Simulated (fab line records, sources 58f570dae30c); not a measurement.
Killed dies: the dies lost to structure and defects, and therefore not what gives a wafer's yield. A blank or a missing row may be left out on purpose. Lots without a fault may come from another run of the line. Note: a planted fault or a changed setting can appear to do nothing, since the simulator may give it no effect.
Which tool was responsible? -- flow berkeley_cmos170 -- 14 lots with 42 wafers sampled at 4 steps, on a route of 331 steps

## WHAT EACH GAUGE READ, for each wafer
UCB170_M3_CD_MEAS_90 targets a cd of 700 nm. Usual: cd_nm reads 699 nm (standard deviation 3.4).
lot,measured,on,cd_nm (nm),flag
L239,day 7 19:01,cd_sem-02,701 700 700,
L242,day 8 08:00,cd_sem-01,703 703 701,
L241,day 8 09:04,cd_sem-02,701 704 706,
L243,day 8 12:38,cd_sem-02,701 701 693,
L245,day 8 17:29,cd_sem-02,700 702 704,
L244,day 8 16:37,cd_sem-01,699 693 701,
L246,day 8 18:11,cd_sem-02,701 702 701,
L240,day 9 03:07,cd_sem-02,702 701 698,
L247,day 9 12:04,cd_sem-02,695 694 695,
L249,day 10 02:19,cd_sem-02,700 702 697,
L254,day 10 19:48,cd_sem-02,705 703 701,
L259,day 11 12:20,cd_sem-02,700 702 699,
L258,day 11 13:07,cd_sem-01,694 694 695,
L257,day 11 15:07,cd_sem-02,699 698 700,

UCB170_M3_BOW_MEAS_20. Usual: M3_BOW gives 34 um (standard deviation 7.3).
lot,measured,on,M3_BOW (um),flag
L239,day 7 19:08,film_metro-03,24 48 32,
L242,day 8 08:07,film_metro-03,27 43 23,
L241,day 8 09:11,film_metro-02,28 37 39,
L243,day 8 12:46,film_metro-02,32 25 34,
L245,day 8 17:37,film_metro-01,38 42 38,
L244,day 8 16:44,film_metro-03,40 46 30,
L246,day 8 18:19,film_metro-01,48 35 38,
L240,day 9 03:14,film_metro-02,30 29 38,
L247,day 9 12:11,film_metro-01,37 31 45,
L249,day 10 02:26,film_metro-01,44 44 39,
L254,day 10 19:55,film_metro-03,31 29 36,
L259,day 11 12:28,film_metro-03,35 31 35,
L258,day 11 13:14,film_metro-01,40 44 43,
L257,day 11 15:14,film_metro-03,32 36 23,

## WHICH TOOL RAN EACH LOT (tool, then ch and the chambers of the sampled wafers, then the start)
lot,UCB170_CONTACT_ETCH_17,UCB170_V1_CMP_02
L239,"rie_diel-04 ch 0,1,2, day 6 23:11","cmp-02 ch 1,2,3, day 7 05:13"
L242,"rie_diel-02 ch 1,3, day 7 13:07","cmp-02 ch 1,2, day 7 20:44"
L241,"rie_diel-04 ch 0,3, day 7 13:16","cmp-01 ch 0,2,3, day 7 20:47"
L243,"rie_diel-02 ch 0,1,2, day 7 17:30","cmp-01 ch 0,1,3, day 8 01:37"
L245,"rie_diel-03 ch 1,2, day 7 22:20","cmp-01 ch 1,2,3, day 8 05:44"
L244,"rie_diel-02 ch 0,2, day 7 22:53","cmp-02 ch 1,2,3, day 8 05:44"
L246,"rie_diel-04 ch 0,1,3, day 8 00:15","cmp-02 ch 0,1,3, day 8 06:02"
L240,"rie_diel-04 ch 0,1, day 8 06:58","cmp-01 ch 1,2, day 8 14:32"
L247,"rie_diel-02 ch 0,3, day 8 15:33","cmp-01 ch 2,3, day 8 22:23"
L249,"rie_diel-02 ch 1,2, day 9 05:47","cmp-01 ch 0,2,3, day 9 12:34"
L254,"rie_diel-03 ch 0,2, day 10 00:14","cmp-02 ch 0,1,2, day 10 08:14"
L259,"rie_diel-04 ch 0,1,2, day 10 18:01","cmp-02 ch 0,2,3, day 11 01:46"
L258,"rie_diel-02 ch 0,1,3, day 10 18:16","cmp-02 ch 0,1,3, day 11 02:07"
L257,"rie_diel-04 ch 2,3, day 10 19:03","cmp-02 ch 0,1,3, day 11 02:40"
- UCB170_CONTACT_ETCH_17: etches BARC in N2/H2.
- UCB170_V1_CMP_02: polishes SiO2.

## AS READ BY THE TOOLS THEMSELVES (means over the sampled wafers that have a number; for cases with no such wafer, the mark the record gives instead)
UCB170_CONTACT_ETCH_17. Usual: drypump_motor_current_A 5.9 A, standard deviation 0.47; oes_product_au 0.999 a.u., standard deviation 0.016; throttle_valve_pct 13.29 %, standard deviation 0.18.
lot,tool,drypump_motor_current_A (A),oes_product_au (a.u.),throttle_valve_pct (%),flag
L239,rie_diel-04,5.9,1.001,13.13,
L242,rie_diel-02,5.9,1.003,13.36,
L241,rie_diel-04,6.0,1.005,13.27,
L243,rie_diel-02,5.7,0.986,13.43,
L245,rie_diel-03,6.1,1.021,13.44,
L244,rie_diel-02,5.3,0.979,13.53,
L246,rie_diel-04,5.9,1.011,13.23,
L240,rie_diel-04,5.9,1.012,13.21,
L247,rie_diel-02,5.1,0.978,13.58,
L249,rie_diel-02,6.1,0.985,13.32,
L254,rie_diel-03,5.7,1.001,13.25,
L259,rie_diel-04,6.0,1.005,13.14,
L258,rie_diel-02,5.5,0.982,13.47,
L257,rie_diel-04,5.8,0.993,13.19,

UCB170_V1_CMP_02. Usual: motor_current_A 16.2 A, standard deviation 1.1; platen_rpm 60.00 rpm, standard deviation 0.036; slurry_flow_ml_min 150.0, standard deviation 0.51.
lot,tool,motor_current_A (A),platen_rpm (rpm),slurry_flow_ml_min,flag
L239,cmp-02,15.7,59.99,150.4,
L242,cmp-02,16.1,60.02,149.5,
L241,cmp-01,16.0,60.03,150.0,
L243,cmp-01,16.3,60.01,150.0,
L245,cmp-01,16.4,60.02,150.3,
L244,cmp-02,15.9,59.99,150.2,
L246,cmp-02,16.4,59.99,149.8,
L240,cmp-01,16.4,59.98,149.6,
L247,cmp-01,15.9,60.01,149.7,
L249,cmp-01,16.7,59.99,150.0,
L254,cmp-02,16.7,59.98,150.0,
L259,cmp-02,15.8,60.02,149.8,
L258,cmp-02,16.5,60.00,150.1,
L257,cmp-02,16.6,60.01,150.1,

## THE ANSWER, worked out from the rows above alone
Rule: take the mean of a lot's wafers that have a number; if it is more than 3 standard deviations from the usual mean, the lot is off. Also off: a lot with no number at a reading for which 4 or more lots have one. The other lots that the step has rows for count as sound. The gauges are gone through in route order, then the tools' own readings, and for those a lot's mean is taken as printed above. At the first step where some lot is off, the reading lying furthest off is the one used; lots without a number count as furthest.
No lot is off at any reading shown: from this, nothing can be told.

## WHAT HAD BEEN PUT IN BY THE SIMULATOR
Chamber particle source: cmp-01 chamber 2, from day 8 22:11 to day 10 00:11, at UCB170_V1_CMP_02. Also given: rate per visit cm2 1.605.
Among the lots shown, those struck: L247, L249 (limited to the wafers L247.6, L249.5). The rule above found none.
